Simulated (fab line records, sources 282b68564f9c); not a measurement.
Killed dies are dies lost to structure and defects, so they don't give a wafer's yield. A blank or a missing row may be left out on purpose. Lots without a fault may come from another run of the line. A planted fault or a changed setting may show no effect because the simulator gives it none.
fab line records | flow rit_cmos
record lots=14 wafers=42 last_day=8
route steps=202 shown M1@190
lots that met no fault: from a run of the same line without faults
start_h: hours from the record's first day to the start of the lot's first wafer shown | wait_h: hours since the lot's step before | " the same as in the row above | L1.1+2: a row that stands for several wafers | - no value, or no start given | * or withheld: withheld | < > ~ a bound
route shown NAME@n: a module of which the file shows steps, and the number in the route of the first | usual: mean/standard deviation of fault-free wafers | same: alike in all rows | chamber/n: place in a boat | sites: the reading at each site | _std_site: their standard deviation | _edge_site: outer sites' mean less inner sites' | radius_mm: how far each site lies from the wafer's centre | mask NAME#n: copy n | behind: the tool/chamber that last shaped the wafer | hold: why the lot was held/for how many hours/how that ended | device: the transistor (n, p or np) that didn't switch | end of line: the same wafers' tests at the end of the route | a step without rows: its recipe alone | killed: dies lost to structure and defects at the first sort, not the wafer's yield | map: a wafer's dies, x killed, . not, _ none there
set.NAME: the setting as run; set.NAME@STEP: as run at that earlier step | model.NAME: the simulator's own value behind a step, which no gauge read
steps of the route over a sample of lots; a table a step, a row a wafer
services: from which hour (start_h, from the record's first day; less than 0 if before it) a tool's chamber was out of use, for how many hours, and why
## steps
# step RIT_M1_EXPOSE_06
# recipe mask_id=M12 na=0.6 source_shape=conventional sigma_outer=0.5 target_cd_nm=2600 dose_mj=250
# usual exposure_dose_mJ_cm2=249.93/0.24 reticle_temp_C=22.98/0.13
# columns lot.wafer tool chamber start_h wait_h mask exposure_dose_mJ_cm2 reticle_temp_C
L708.2 iline_stepper-01 0 53.96 0.1 M12#0 250.04 22.93
L708.4 " 0 " " M12#0 250.61 23.06
L708.5 " 0 " " M12#0 250.22 23.11
L710.1 iline_stepper-01 0 65.42 0.2 M12#0 250.44 23.12
L710.2 " 0 " " M12#0 250.00 22.99
L710.4 " 0 " " M12#0 249.99 23.04
L712.1 iline_stepper-01 0 76.71 0.1 M12#0 249.91 22.99
L712.3 " 0 " " M12#0 250.10 23.07
L712.6 " 0 " " M12#0 249.82 23.24
L713.3 iline_stepper-01 0 79.68 0.1 M12#0 249.54 22.97
L713.4 " 0 " " M12#0 249.66 23.03
L713.6 " 0 " " M12#0 249.54 22.96
L715.2 iline_stepper-01 0 91.78 0.4 M12#0 249.68 22.97
L715.3 " 0 " " M12#0 249.72 23.06
L715.6 " 0 " " M12#0 249.56 22.85
L717.1 iline_stepper-02 0 98.47 0.1 M12#0 249.75 22.99
L717.3 " 0 " " M12#0 249.94 23.01
L717.6 " 0 " " M12#0 249.86 22.98
L719.1 iline_stepper-01 0 111.13 0.2 M12#0 249.63 22.84
L719.5 " 0 " " M12#0 250.17 22.85
L719.6 " 0 " " M12#0 249.77 22.88
L720.1 iline_stepper-02 0 113.93 0.2 M12#0 250.21 22.90
L720.5 " 0 " " M12#0 250.06 22.66
L720.6 " 0 " " M12#0 250.25 22.84
L721.3 iline_stepper-01 0 118.89 0.2 M12#0 250.04 23.07
L721.4 " 0 " " M12#0 250.06 23.05
L721.5 " 0 " " M12#0 249.86 22.95
L723.3 iline_stepper-02 0 131.92 0.2 M12#0 249.62 22.96
L723.4 " 0 " " M12#0 249.65 22.81
L723.5 " 0 " " M12#0 249.82 22.92
L724.1 iline_stepper-02 0 135.80 0.1 M12#0 249.90 22.77
L724.2 " 0 " " M12#0 250.04 22.84
L724.5 " 0 " " M12#0 249.99 22.77
L725.2 iline_stepper-01 0 141.41 0.3 M12#0 250.08 22.98
L725.5 " 0 " " M12#0 249.96 23.17
L725.6 " 0 " " M12#0 250.30 23.23
L730.2 iline_stepper-01 0 170.36 0.2 M12#0 251.92 22.94
L730.3 " 0 " " M12#0 252.29 22.99
L730.5 " 0 " " M12#0 252.40 23.00
L731.2 iline_stepper-01 0 180.79 0.1 M12#0 251.03 22.84
L731.5 " 0 " " M12#0 251.50 22.83
L731.6 " 0 " " M12#0 251.08 22.87
# step RIT_M1_PROBE_99
# usual killed_at_contacts=0.1/0.27 killed_at_front_end=6.4/2.9 killed_dies=6.5/3 killed_open=3.3/1.9 killed_short=3.2/1.7
# same gross_dies=264 killed_at_M0_to_M3=0 killed_at_M4_up=0 killed_at_back_side=0 killed_at_other=0
# columns lot.wafer tool chamber start_h wait_h killed_at_contacts killed_at_front_end killed_dies killed_open killed_short
L708.2 prober-02 - 57.08 0.1 0 2 2 0 2
L708.4 prober-02 - 57.18 0.2 0 3 3 1 2
L708.5 prober-02 - 57.23 0.2 0 8 8 4 4
L710.1 prober-02 - 68.58 0.1 0 3 3 0 3
L710.2 prober-02 - 68.63 0.1 0 10 10 7 3
L710.4 prober-02 - 68.73 0.2 0 9 9 4 5
L712.1 prober-02 - 80.38 0.1 0 7 7 3 4
L712.3 prober-02 - 80.48 0.2 0 4 4 1 3
L712.6 prober-02 - 80.63 0.2 0 7 7 3 4
L713.3 prober-01 - 83.54 0.2 1 5 6 3 3
L713.4 prober-01 - 83.59 0.2 0 4 4 2 2
L713.6 prober-01 - 83.69 0.2 0 2 2 0 2
L715.2 prober-01 - 94.93 0.1 0 2 2 2 0
L715.3 prober-01 - 94.98 0.2 0 7 7 3 4
L715.6 prober-01 - 95.13 0.2 0 6 6 3 3
L717.1 prober-01 - 101.55 0.1 0 5 5 3 2
L717.3 prober-01 - 101.65 0.2 0 4 4 2 2
L717.6 prober-01 - 101.80 0.2 0 4 4 2 2
L719.1 prober-01 - 114.96 0.1 0 5 5 4 1
L719.5 prober-01 - 115.16 0.2 0 5 5 1 4
L719.6 prober-01 - 115.21 0.2 0 8 8 4 4
L720.1 prober-02 - 118.84 0.1 0 10 10 6 4
L720.5 prober-02 - 119.04 0.2 1 10 11 6 5
L720.6 prober-02 - 119.09 0.2 0 12 12 6 6
L721.3 prober-01 - 125.42 0.2 0 6 6 4 2
L721.4 prober-01 - 125.47 0.2 0 7 7 1 6
L721.5 prober-01 - 125.52 0.2 0 5 5 2 3
L723.3 prober-01 - 135.97 0.2 0 7 7 4 3
L723.4 prober-01 - 136.02 0.2 0 5 5 2 3
L723.5 prober-01 - 136.07 0.2 0 3 3 1 2
L724.1 prober-02 - 141.31 0.1 0 2 2 0 2
L724.2 prober-02 - 141.36 0.1 0 10 10 5 5
L724.5 prober-02 - 141.51 0.2 0 2 2 1 1
L725.2 prober-01 - 144.65 0.1 0 11 11 7 4
L725.5 prober-01 - 144.80 0.2 1 6 7 4 3
L725.6 prober-01 - 144.85 0.2 0 8 8 4 4
L730.2 prober-02 - 174.86 0.1 0 8 8 6 2
L730.3 prober-02 - 174.91 0.2 0 11 11 5 6
L730.5 prober-02 - 175.01 0.2 0 7 7 4 3
L731.2 prober-01 - 183.91 0.1 0 12 12 7 5
L731.5 prober-01 - 184.06 0.2 0 4 4 1 3
L731.6 prober-01 - 184.11 0.2 0 6 6 3 3
# killed by level:class
L708.2 SPACER:geometric_particle:short=1 SILICIDE:geometric_particle:short=1
L708.4 GATE:geometric_particle:short=1 REOX:geometric_particle:short=1 SPACER:geometric_particle:open=1
L708.5 REOX:geometric_particle:open=2 REOX:geometric_particle:short=2 FOX1:geometric_particle:open=1 FOX2:geometric_particle:short=1 GATE:geometric_particle:short=1 SILICIDE:geometric_particle:open=1
L710.1 GATE:geometric_particle:short=2 REOX:geometric_particle:short=1
L710.2 GATE:geometric_particle:open=3 REOX:geometric_particle:short=2 REOX:geometric_particle:open=2 FOX2:geometric_particle:open=1 GATE:geometric_particle:short=1 SILICIDE:geometric_particle:open=1
L710.4 GATE:geometric_particle:short=3 FOX2:geometric_particle:open=2 SILICIDE:geometric_particle:short=2 REOX:geometric_particle:open=1 SILICIDE:geometric_particle:open=1
L712.1 REOX:geometric_particle:short=2 FOX1:geometric_particle:open=1 GATE:geometric_particle:short=1 REOX:geometric_particle:open=1 SPACER:geometric_particle:short=1 SILICIDE:geometric_particle:open=1
L712.3 GATE:geometric_particle:short=1 REOX:geometric_particle:open=1 SPACER:geometric_particle:short=1 SILICIDE:geometric_particle:short=1
L712.6 GATE:geometric_particle:open=3 FOX2:geometric_particle:short=1 GATE:geometric_particle:short=1 REOX:geometric_particle:short=1 SILICIDE:geometric_particle:short=1
L713.3 GATE:geometric_particle:open=2 GATE:geometric_particle:short=1 SILICIDE:geometric_particle:short=1 SILICIDE:geometric_particle:open=1 CONTACT:geometric_particle:short=1
L713.4 FOX1:geometric_particle:open=1 FOX2:geometric_particle:short=1 GATE:geometric_particle:open=1 REOX:geometric_particle:short=1
L713.6 FOX1:geometric_particle:short=1 GATE:geometric_particle:short=1
L715.2 FOX1:geometric_particle:open=1 REOX:geometric_particle:open=1
L715.3 FOX1:geometric_particle:open=2 SPACER:geometric_particle:short=2 FOX2:geometric_particle:short=1 REOX:geometric_particle:open=1 SILICIDE:geometric_particle:short=1
L715.6 REOX:geometric_particle:short=2 GATE:geometric_particle:short=1 GATE:geometric_particle:open=1 REOX:geometric_particle:open=1 SPACER:geometric_particle:open=1
L717.1 SILICIDE:geometric_particle:open=3 SILICIDE:geometric_particle:short=2
L717.3 FOX1:geometric_particle:open=1 GATE:geometric_particle:short=1 SPACER:geometric_particle:short=1 SPACER:geometric_particle:open=1
L717.6 GATE:geometric_particle:short=2 FOX1:geometric_particle:open=1 GATE:geometric_particle:open=1
L719.1 GATE:geometric_particle:open=2 SPACER:geometric_particle:open=1 SPACER:geometric_particle:short=1 SILICIDE:geometric_particle:open=1
L719.5 GATE:geometric_particle:short=2 REOX:geometric_particle:open=1 SPACER:geometric_particle:short=1 SILICIDE:geometric_particle:short=1
L719.6 GATE:geometric_particle:short=2 SPACER:geometric_particle:open=2 GATE:geometric_particle:open=1 REOX:geometric_particle:open=1 SPACER:geometric_particle:short=1 SILICIDE:geometric_particle:short=1
L720.1 FOX1:geometric_particle:short=2 GATE:geometric_particle:open=2 REOX:geometric_particle:open=2 FOX1:geometric_particle:open=1 GATE:geometric_particle:short=1 REOX:geometric_particle:short=1 SPACER:geometric_particle:open=1
L720.5 FOX1:geometric_particle:open=3 GATE:geometric_particle:short=3 GATE:geometric_particle:open=1 REOX:geometric_particle:open=1 REOX:geometric_particle:short=1 SPACER:geometric_particle:short=1 CONTACT:geometric_particle:open=1
L720.6 GATE:geometric_particle:short=2 GATE:geometric_particle:open=2 SILICIDE:geometric_particle:short=2 FOX1:geometric_particle:open=1 FOX1:geometric_particle:short=1 FOX2:geometric_particle:open=1 REOX:geometric_particle:short=1 SPACER:geometric_particle:open=1
L721.3 GATE:geometric_particle:open=3 GATE:geometric_particle:short=1 REOX:geometric_particle:short=1 REOX:geometric_particle:open=1
L721.4 SPACER:geometric_particle:short=3 ACTIVE:geometric_particle:short=1 GATE:geometric_particle:short=1 GATE:geometric_particle:open=1 SILICIDE:geometric_particle:short=1
L721.5 REOX:geometric_particle:short=2 FOX1:geometric_particle:open=1 FOX1:geometric_particle:short=1 GATE:geometric_particle:open=1
L723.3 FOX1:geometric_particle:open=2 GATE:geometric_particle:open=2 FOX2:geometric_particle:short=1 GATE:geometric_particle:short=1 SPACER:geometric_particle:short=1
L723.4 GATE:geometric_particle:short=2 FOX1:geometric_particle:open=1 GATE:geometric_particle:open=1 SPACER:geometric_particle:short=1
L723.5 GATE:geometric_particle:short=1 REOX:geometric_particle:short=1 SPACER:geometric_particle:open=1
L724.1 GATE:geometric_particle:short=1 SPACER:geometric_particle:short=1
L724.2 GATE:geometric_particle:short=3 REOX:geometric_particle:short=2 FOX1:geometric_particle:open=1 FOX2:geometric_particle:open=1 REOX:geometric_particle:open=1 SPACER:geometric_particle:open=1 SILICIDE:geometric_particle:open=1
L724.5 GATE:geometric_particle:open=1 GATE:geometric_particle:short=1
L725.2 GATE:geometric_particle:open=4 GATE:geometric_particle:short=3 REOX:geometric_particle:open=3 SPACER:geometric_particle:short=1
L725.5 SPACER:geometric_particle:open=4 SPACER:geometric_particle:short=2 CONTACT:geometric_particle:short=1
L725.6 GATE:geometric_particle:open=2 FOX1:geometric_particle:open=1 FOX1:geometric_particle:short=1 FOX2:geometric_particle:open=1 FOX2:geometric_particle:short=1 GATE:geometric_particle:short=1 SILICIDE:geometric_particle:short=1
L730.2 GATE:geometric_particle:open=2 SILICIDE:geometric_particle:open=2 FOX1:geometric_particle:open=1 FOX2:geometric_particle:short=1 GATE:geometric_particle:short=1 SPACER:geometric_particle:open=1
L730.3 GATE:geometric_particle:open=3 SILICIDE:geometric_particle:short=3 GATE:geometric_particle:short=2 FOX1:geometric_particle:open=1 FOX2:geometric_particle:open=1 FOX2:geometric_particle:short=1
L730.5 FOX1:geometric_particle:open=1 FOX2:geometric_particle:short=1 GATE:geometric_particle:open=1 REOX:geometric_particle:short=1 SPACER:geometric_particle:open=1 SILICIDE:geometric_particle:open=1 SILICIDE:geometric_particle:short=1
L731.2 FOX1:geometric_particle:open=2 GATE:geometric_particle:short=2 SILICIDE:geometric_particle:short=2 FOX2:geometric_particle:open=1 FOX2:geometric_particle:short=1 GATE:geometric_particle:open=1 REOX:geometric_particle:open=1 SPACER:geometric_particle:open=1
L731.5 FOX1:geometric_particle:short=1 FOX1:geometric_particle:open=1 GATE:geometric_particle:short=1 SILICIDE:geometric_particle:short=1
L731.6 GATE:geometric_particle:open=3 GATE:geometric_particle:short=1 REOX:geometric_particle:short=1 SPACER:geometric_particle:short=1
## services
# columns tool chamber start_h hours kind
iline_stepper-02 0 48.20 - calibration
iline_stepper-02 - 49.12 1.7 pm
iline_stepper-01 0 90.26 - calibration
iline_stepper-01 - 97.70 1.7 pm
iline_stepper-01 - 163.26 4.3 pm
## key
first_sign step=RIT_M1_EXPOSE_06 reading=exposure_dose_mJ_cm2 direction=up sigmas=7.4 usual=249.93 struck=251.70
effect none on later readings
met_at RIT_M1_EXPOSE_06
struck_lots L730,L731
tester_left_out L731
loop_trim step=RIT_M1_EXPOSE_06 setting=dose lots=L730,L731
onset_between 141.41 170.36
earlier_fault kind=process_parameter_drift tool=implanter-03 chamber=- onset_h=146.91 steps=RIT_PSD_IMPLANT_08 channel=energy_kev offset=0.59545 shape=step end_h=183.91 acts_in=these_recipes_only stated=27
fault kind=process_parameter_drift tool=iline_stepper-01 chamber=- onset_h=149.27 steps=RIT_M1_EXPOSE_06 channel=dose_mj offset=3.7739 shape=step acts_in=these_recipes_only stated=250
# tester_left_out: of these lots the tester's yield and bins aren't shown, on N5 and GAA mostly nor the transistor test; their killed dies are dies lost to structure and defects alone, not to doping, threshold or leakage, so they don't give the yield
# loop_trim: a control loop set the setting to another value than it would have without faults
